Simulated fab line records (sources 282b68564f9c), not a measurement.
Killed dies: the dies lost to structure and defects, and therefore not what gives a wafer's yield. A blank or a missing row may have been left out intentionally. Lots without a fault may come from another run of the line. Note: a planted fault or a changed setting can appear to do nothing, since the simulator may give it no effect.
Which tool is to blame? / flow rit_cmos / Sampling: 14 lots, 42 wafers, 2 of 202 route steps

WHAT THE GAUGES SHOWED, per wafer
RIT_M1_CD_MEAS_09: the cd target is 2600 nm. Usual: cd_nm reads 2600.5 nm (standard deviation 1.9).
lot=L111; measured=day 3 09:14; on=cd_sem-02; cd_nm (nm)=2598.9 2600.3 2601.1; flag=
lot=L113; measured=day 3 22:40; on=cd_sem-02; cd_nm (nm)=2600.5 2601.6 2599.3; flag=
lot=L114; measured=day 4 05:16; on=cd_sem-02; cd_nm (nm)=2603.1 2601.4 2603.3; flag=
lot=L116; measured=day 4 14:44; on=cd_sem-02; cd_nm (nm)=2598.3 2601.1 2598.0; flag=
lot=L117; measured=day 4 18:03; on=cd_sem-02; cd_nm (nm)=2598.8 2599.1 2597.9; flag=
lot=L118; measured=day 4 23:07; on=cd_sem-02; cd_nm (nm)=2604.2 2603.6 2603.1; flag=
lot=L120; measured=day 5 09:18; on=cd_sem-01; cd_nm (nm)=2601.9 2599.5 2601.9; flag=
lot=L122; measured=day 5 20:40; on=cd_sem-02; cd_nm (nm)=2627.1 2626.3 2626.4; flag=OFF
lot=L123; measured=day 5 22:55; on=cd_sem-01; cd_nm (nm)=2601.9 2600.2 2599.0; flag=
lot=L124; measured=day 6 02:01; on=cd_sem-01; cd_nm (nm)=2621.9 2621.8 2622.7; flag=OFF
lot=L128; measured=day 7 00:26; on=cd_sem-02; cd_nm (nm)=2599.8 2602.4 2601.7; flag=
lot=L130; measured=day 7 10:49; on=cd_sem-01; cd_nm (nm)=2600.5 2603.1 2601.5; flag=
lot=L131; measured=day 7 13:10; on=cd_sem-02; cd_nm (nm)=2602.0 2602.0 2603.5; flag=
lot=L133; measured=day 8 01:04; on=cd_sem-01; cd_nm (nm)=2603.0 2600.7 2602.0; flag=

WHAT TOOL EACH LOT RAN ON (gives the tool, then ch and the chambers of the sampled wafers, and finally the start)
lot=L111; RIT_M1_EXPOSE_06=iline_stepper-01 ch 0, day 3 08:49
lot=L113; RIT_M1_EXPOSE_06=iline_stepper-01 ch 0, day 3 22:14
lot=L114; RIT_M1_EXPOSE_06=iline_stepper-01 ch 0, day 4 04:50
lot=L116; RIT_M1_EXPOSE_06=iline_stepper-02 ch 0, day 4 14:18
lot=L117; RIT_M1_EXPOSE_06=iline_stepper-02 ch 0, day 4 17:37
lot=L118; RIT_M1_EXPOSE_06=iline_stepper-02 ch 0, day 4 22:41
lot=L120; RIT_M1_EXPOSE_06=iline_stepper-02 ch 0, day 5 08:52
lot=L122; RIT_M1_EXPOSE_06=iline_stepper-01 ch 0, day 5 20:14
lot=L123; RIT_M1_EXPOSE_06=iline_stepper-02 ch 0, day 5 22:29
lot=L124; RIT_M1_EXPOSE_06=iline_stepper-01 ch 0, day 6 01:35
lot=L128; RIT_M1_EXPOSE_06=iline_stepper-02 ch 0, day 7 00:01
lot=L130; RIT_M1_EXPOSE_06=iline_stepper-02 ch 0, day 7 10:23
lot=L131; RIT_M1_EXPOSE_06=iline_stepper-02 ch 0, day 7 12:44
lot=L133; RIT_M1_EXPOSE_06=iline_stepper-02 ch 0, day 8 00:29
- RIT_M1_EXPOSE_06: exposes mask M12, target cd 2600 nm.

WHAT THE TOOLS THEMSELVES READ (means of the sampled wafers that have a number; where no wafer has one, the mark that the record gives instead)
RIT_M1_EXPOSE_06. Usual: exposure_dose_mJ_cm2 reads 248.37 (standard deviation 0.25).
lot=L111 tool=iline_stepper-01 exposure_dose_mJ_cm2=248.35 flag=
lot=L113 tool=iline_stepper-01 exposure_dose_mJ_cm2=248.20 flag=
lot=L114 tool=iline_stepper-01 exposure_dose_mJ_cm2=248.37 flag=
lot=L116 tool=iline_stepper-02 exposure_dose_mJ_cm2=248.44 flag=
lot=L117 tool=iline_stepper-02 exposure_dose_mJ_cm2=248.50 flag=
lot=L118 tool=iline_stepper-02 exposure_dose_mJ_cm2=248.09 flag=
lot=L120 tool=iline_stepper-02 exposure_dose_mJ_cm2=248.74 flag=
lot=L122 tool=iline_stepper-01 exposure_dose_mJ_cm2=225.09 flag=OFF
lot=L123 tool=iline_stepper-02 exposure_dose_mJ_cm2=248.25 flag=
lot=L124 tool=iline_stepper-01 exposure_dose_mJ_cm2=229.44 flag=OFF
lot=L128 tool=iline_stepper-02 exposure_dose_mJ_cm2=248.06 flag=
lot=L130 tool=iline_stepper-02 exposure_dose_mJ_cm2=248.42 flag=
lot=L131 tool=iline_stepper-02 exposure_dose_mJ_cm2=248.44 flag=
lot=L133 tool=iline_stepper-02 exposure_dose_mJ_cm2=248.35 flag=

THE ANSWER, worked out from the rows above alone
Rule: take the mean of a lot's wafers that have a number; if it is more than 3 standard deviations from the usual mean, the lot is off. A lot without any number at a reading at which 4 lots or more have one is off too. The other lots that the step has rows for count as sound. The gauges are gone through in route order, then the tools' own readings, and for those a lot's mean is taken as printed above. At the first step where some lot is off, the reading lying furthest off is the one used; lots without a number count as furthest.
Off: L122, L124, at RIT_M1_CD_MEAS_09 (cd_nm).
If a tool, at a process step before that reading, ran all the lots that are off and no sound lot after the first of them, it fits. The gauges at RIT_M1_CD_MEAS_09 aren't tried: what is off there is off at RIT_M1_EXPOSE_06 too, on other tools, and a gauge's error can't cause that. One candidate fits, namely iline_stepper-01 at RIT_M1_EXPOSE_06. Its last sound lot is L114 (day 4 04:50), its first lot that is off L122 (day 5 20:14): a fault that began between those two fits.
On the lots that are off, the tool's own readings at RIT_M1_EXPOSE_06 differ by more than 5 times the standard deviation of the sound lots' means, which bears it out; exposure_dose_mJ_cm2 reads 227.26 there versus 248.35 on the sound lots.

WHAT HAD BEEN PUT IN BY THE SIMULATOR
Process parameters drifting: iline_stepper-01 at RIT_M1_EXPOSE_06, beginning at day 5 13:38. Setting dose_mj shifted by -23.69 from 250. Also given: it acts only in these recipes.
Shown lots that were struck: L122, L124. This agrees with what the rule above found.
